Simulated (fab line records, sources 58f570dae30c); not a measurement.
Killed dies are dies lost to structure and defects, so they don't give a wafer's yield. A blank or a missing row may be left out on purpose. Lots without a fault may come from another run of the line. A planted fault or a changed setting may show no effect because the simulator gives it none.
Which tool did it? | flow berkeley_cmos170 | 14 lots, 42 wafers sampled, at 4 steps of a route of 331

WHAT THE GAUGES READ, wafer by wafer
UCB170_PVT_TW_MEAS_09. Usual: PVT_TW 508.2, standard deviation 2.3.
lot  | measured    | on            | PVT_TW                              | flag
L258 | day 6 06:22 | film_metro-01 | 505.8 505.8 506.6                   |
L257 | day 6 06:47 | film_metro-04 | 511.6 507.0 509.4                   |
L261 | day 6 17:24 | film_metro-04 | 507.2 507.7 509.1                   |
L260 | day 6 17:47 | film_metro-01 | 504.8 504.5 507.0                   |
L265 | day 7 20:41 | film_metro-04 | 509.8 503.8 509.4                   |
L267 | day 8 05:49 | film_metro-01 | 507.7 509.3 508.7                   |
L268 | day 8 06:19 | film_metro-01 | 506.9 507.1 507.4                   |
L272 | day 8 15:15 | film_metro-02 | 488.2 485.6 487.4 487.2 486.4 488.1 | OFF
L275 | day 8 22:29 | film_metro-04 | 508.4 508.8 508.2                   |
L273 | day 8 22:41 | film_metro-02 | 487.0 486.5 482.3 486.9 488.3 486.7 | OFF
L274 | day 8 22:56 | film_metro-02 | 509.3 510.8 513.1                   |
L277 | day 9 16:02 | film_metro-01 | 504.3 505.2 506.4                   |
L279 | day 9 21:58 | film_metro-02 | 512.0 511.0 510.9                   |
L278 | day 9 22:15 | film_metro-02 | 509.2 510.0 508.4                   |

UCB170_PLDD_OVL_MEAS_07. Usual: PLDD_OVL -5 nm, standard deviation 4.7.
lot  | measured     | on         | PLDD_OVL (nm) | flag
L258 | day 6 20:13  | overlay-02 | -5 -7 -7      |
L257 | day 6 20:04  | overlay-01 | -1 -3 -7      |
L261 | day 7 05:59  | overlay-01 | -10 -3 -4     |
L260 | day 7 06:07  | overlay-01 | -6 -7 -4      |
L265 | day 8 09:16  | overlay-02 | -7 -6 -8      |
L267 | day 8 18:15  | overlay-02 | -2 -2 -7      |
L268 | day 8 18:19  | overlay-01 | 0 3 2         |
L272 | day 9 07:18  | overlay-01 | -5 -7 -10     |
L275 | day 9 10:15  | overlay-01 | 1 -3 -3       |
L273 | day 9 10:22  | overlay-02 | -10 -14 -17   |
L274 | day 9 10:35  | overlay-01 | -2 -1 0       |
L277 | day 10 03:52 | overlay-02 | -8 -4 -4      |
L279 | day 10 11:10 | overlay-01 | -1 9 6        |
L278 | day 10 11:38 | overlay-02 | -9 -11 -10    |

UCB170_NLDD_CD_MEAS_06: target cd 1200 nm. Usual: cd_nm 1200.2 nm, standard deviation 1.8.
lot  | measured     | on        | cd_nm (nm)           | flag
L258 | day 6 22:11  | cd_sem-01 | 1201.0 1201.0 1200.3 |
L257 | day 6 21:55  | cd_sem-01 | 1202.0 1204.6 1202.4 |
L261 | day 7 08:04  | cd_sem-02 | 1200.3 1201.2 1199.7 |
L260 | day 7 08:11  | cd_sem-02 | 1200.3 1198.8 1199.6 |
L265 | day 8 10:56  | cd_sem-01 | 1202.8 1202.1 1203.0 |
L267 | day 8 21:01  | cd_sem-01 | 1199.6 1200.2 1201.3 |
L268 | day 8 21:17  | cd_sem-02 | 1201.5 1201.4 1201.1 |
L272 | day 9 08:56  | cd_sem-01 | 1204.4 1203.5 1203.2 |
L275 | day 9 12:20  | cd_sem-02 | 1198.8 1199.1 1199.0 |
L273 | day 9 12:34  | cd_sem-02 | 1200.6 1200.1 1201.0 |
L274 | day 9 12:41  | cd_sem-02 | 1199.2 1200.4 1200.0 |
L277 | day 10 06:53 | cd_sem-01 | 1198.5 1197.6 1196.8 |
L279 | day 10 12:59 | cd_sem-02 | 1200.0 1199.8 1200.3 |
L278 | day 10 13:28 | cd_sem-02 | 1199.1 1199.2 1198.2 |

WHICH TOOL RAN EACH LOT (tool, then ch and the chambers of the sampled wafers, then the start)
lot  | UCB170_PVT_IMPLANT_07
L258 | implanter-04 ch 0, day 6 06:07
L257 | implanter-04 ch 0, day 6 06:32
L261 | implanter-04 ch 0, day 6 17:09
L260 | implanter-03 ch 0, day 6 17:32
L265 | implanter-04 ch 0, day 7 20:26
L267 | implanter-02 ch 0, day 8 05:32
L268 | implanter-02 ch 0, day 8 06:05
L272 | implanter-02 ch 0, day 8 15:00
L275 | implanter-03 ch 0, day 8 22:16
L273 | implanter-02 ch 0, day 8 22:28
L274 | implanter-04 ch 0, day 8 22:41
L277 | implanter-03 ch 0, day 9 15:47
L279 | implanter-04 ch 0, day 9 21:43
L278 | implanter-03 ch 0, day 9 22:00
- UCB170_PVT_IMPLANT_07

WHAT THE TOOLS THEMSELVES READ (means of the sampled wafers that have a number; where no wafer has one, the mark that the record gives instead)
UCB170_PVT_IMPLANT_07. Usual: beam_on_s 10.00 s, standard deviation 0.2.
lot  | tool         | beam_on_s (s) | flag
L258 | implanter-04 | 10.05         |
L257 | implanter-04 | 10.03         |
L261 | implanter-04 | 9.93          |
L260 | implanter-03 | 10.09         |
L265 | implanter-04 | 10.10         |
L267 | implanter-02 | 10.11         |
L268 | implanter-02 | 9.89          |
L272 | implanter-02 | 10.17         |
L275 | implanter-03 | 9.66          |
L273 | implanter-02 | 9.93          |
L274 | implanter-04 | 10.02         |
L277 | implanter-03 | 10.09         |
L279 | implanter-04 | 10.03         |
L278 | implanter-03 | 9.97          |

THE ANSWER, worked out from the rows above alone
Rule: a lot is off if the mean of its wafers that have a number lies more than 3 standard deviations from the usual mean. A lot without any number at a reading at which 4 lots or more have one is off too. The other lots that the step has rows for count as sound. The gauges are gone through in route order, then the tools' own readings, and for those a lot's mean is taken as printed above. The first step at which some lot is off is used, and at that step the reading that is off furthest; a lot without a number counts as furthest.
Off: L272, L273, at UCB170_PVT_TW_MEAS_09 (PVT_TW).
A tool fits if, at a process step before that reading, it ran every lot that is off, and no sound lot after the first of them. The gauges at UCB170_PVT_TW_MEAS_09 are tried like those tools. One fits: implanter-02 at UCB170_PVT_IMPLANT_07. Its last sound lot is L268 (day 8 06:05), its first lot that is off L272 (day 8 15:00): a fault that began between those two fits.

WHAT THE SIMULATOR HAD PUT IN
Process parameter drift: implanter-02, from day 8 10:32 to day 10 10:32, at UCB170_PVT_IMPLANT_07. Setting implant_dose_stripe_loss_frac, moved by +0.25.
Lots struck among those shown: L272, L273. The rule above found the same.
